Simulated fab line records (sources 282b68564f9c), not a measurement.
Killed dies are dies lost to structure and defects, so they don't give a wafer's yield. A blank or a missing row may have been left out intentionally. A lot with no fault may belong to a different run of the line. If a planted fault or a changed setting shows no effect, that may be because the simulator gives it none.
A lot that was struck, set against a sound lot / flow ritCmos / 15 out of 202 route steps
Sound: wafers L674.1, L674.5, L674.6. Struck: wafers L691.1, L691.3, L691.5. The cause comes at the end.
At each step with rows: each side's tool, then ch and its chambers, then its first start. Under that, the readings that differ: sound wafers / struck wafers / difference of the means / sigmas: that difference in standard deviations of wafers without a fault.
alike: same words and numbers on both sides, and readings whose means sit less than 2 such deviations apart. not compared: any withheld reading, any reading some wafer has no value for, any bound like >300 that may hide the same value, and any number with overlapping values for which the record gives no deviation.
Wherever a step has rows on one side only, a row that says differs or no value, or a row with sigmas, the two part there. Numbers that have no deviation but don't overlap get no sigmas and don't part them. A reading missing from all wafers of one side parts the sides only when that side holds two or more wafers.

RIT_ACTIVE_THK_MEAS_02:
  sound: filmMetro-02 at day 1 19:02; struck: filmMetro-04 at day 5 06:03
  alike: ACTIVE_OXIDE_THK
then, 1 step without rows for these wafers: RIT_ACTIVE_CVD_03 (deposits Si3N4 from SiH2Cl2/NH3, target thk 150 nm, time 1500 s).
RIT_ACTIVE_THK_MEAS_04:
  sound: filmMetro-02 at day 1 20:31; struck: filmMetro-02 at day 5 08:36
  alike: ACTIVE_NITRIDE_THK
then, 6 steps without rows for these wafers: RIT_ACTIVE_HMDS_05 (prime time 60 s); RIT_ACTIVE_COAT_06 (resist thk 1000 nm); RIT_ACTIVE_SOFTBAKE_07 (time 60 s); RIT_ACTIVE_EXPOSE_08 (exposes mask M1, target cd 1400 nm); RIT_ACTIVE_PEB_09; RIT_ACTIVE_DEVELOP_10 (develop time 50 s).
RIT_ACTIVE_CD_MEAS_11: target cd 1400 nm.
  sound: cdSem-02 at day 1 21:25; struck: cdSem-02 at day 5 09:31
reading=cdNm (nm); sound=1395.9 1395.3 1393.3; struck=1403.2 1401.3 1401.5; difference=+7.2; sigmas=+3
then, 1 step without rows for these wafers: RIT_ACTIVE_HARDBAKE_12 (time 60 s).
RIT_ACTIVE_ETCH_13: etches Si3N4 in SF6, stops on SiO2, time 210 s, target depth 210 nm.
  sound on rieDiel-01 ch 0,2,3, day 1 21:41; struck on rieDiel-01 ch 2,3, day 5 09:47
  alike: drypumpMotorCurrentA, oesProductAu, rfFwdPowerW, throttleValvePct
  not compared: rfHoursCounterH
RIT_ACTIVE_STRIP_14: strips in O2, time 180 s.
  sound on plasmaAsher-02 ch 0,1, day 1 21:50; struck on plasmaAsher-02 ch 0,1, day 5 09:55
  no value came back on the struck wafers for chamberPressureMTorr (mTorr), drypumpMotorCurrentA (A); on the sound wafers chamberPressureMTorr (mTorr) reads 4000 4000 3997
reading=model.NOVOLAK_of_ACTIVE_COAT_06.thkNm (nm); sound=0 0 0; struck=644 657.6 641.5; difference=+648; sigmas=
  not compared: rfHoursCounterH
RIT_ACTIVE_CD_MEAS_90: target cd 1400 nm.
  sound: cdSem-01 at day 1 22:00; struck: cdSem-01 at day 5 10:05
reading=cdNm (nm); sound=1396.2 1395.3 1393.6; struck=1403.6 1401.9 1401.7; difference=+7.4; sigmas=+3
RIT_M1_PROBE_99:
  sound: prober-02 at day 3 15:33; struck: prober-01 at day 7 09:22
reading=killedAtFrontEnd; sound=4 7 10; struck=264 264 264; difference=+257; sigmas=+89
reading=killedDies; sound=4 7 10; struck=264 264 264; difference=+257; sigmas=+89
reading=killedOnRim; sound=0 0 2; struck=70 70 70; difference=+69; sigmas=+50
  alike: killedAtContacts, killedOpen, killedShort

## WHERE THEY PART
At RIT_ACTIVE_CD_MEAS_11 first; at RIT_M1_PROBE_99 last (within this record only).

WHY: what the simulator had put in
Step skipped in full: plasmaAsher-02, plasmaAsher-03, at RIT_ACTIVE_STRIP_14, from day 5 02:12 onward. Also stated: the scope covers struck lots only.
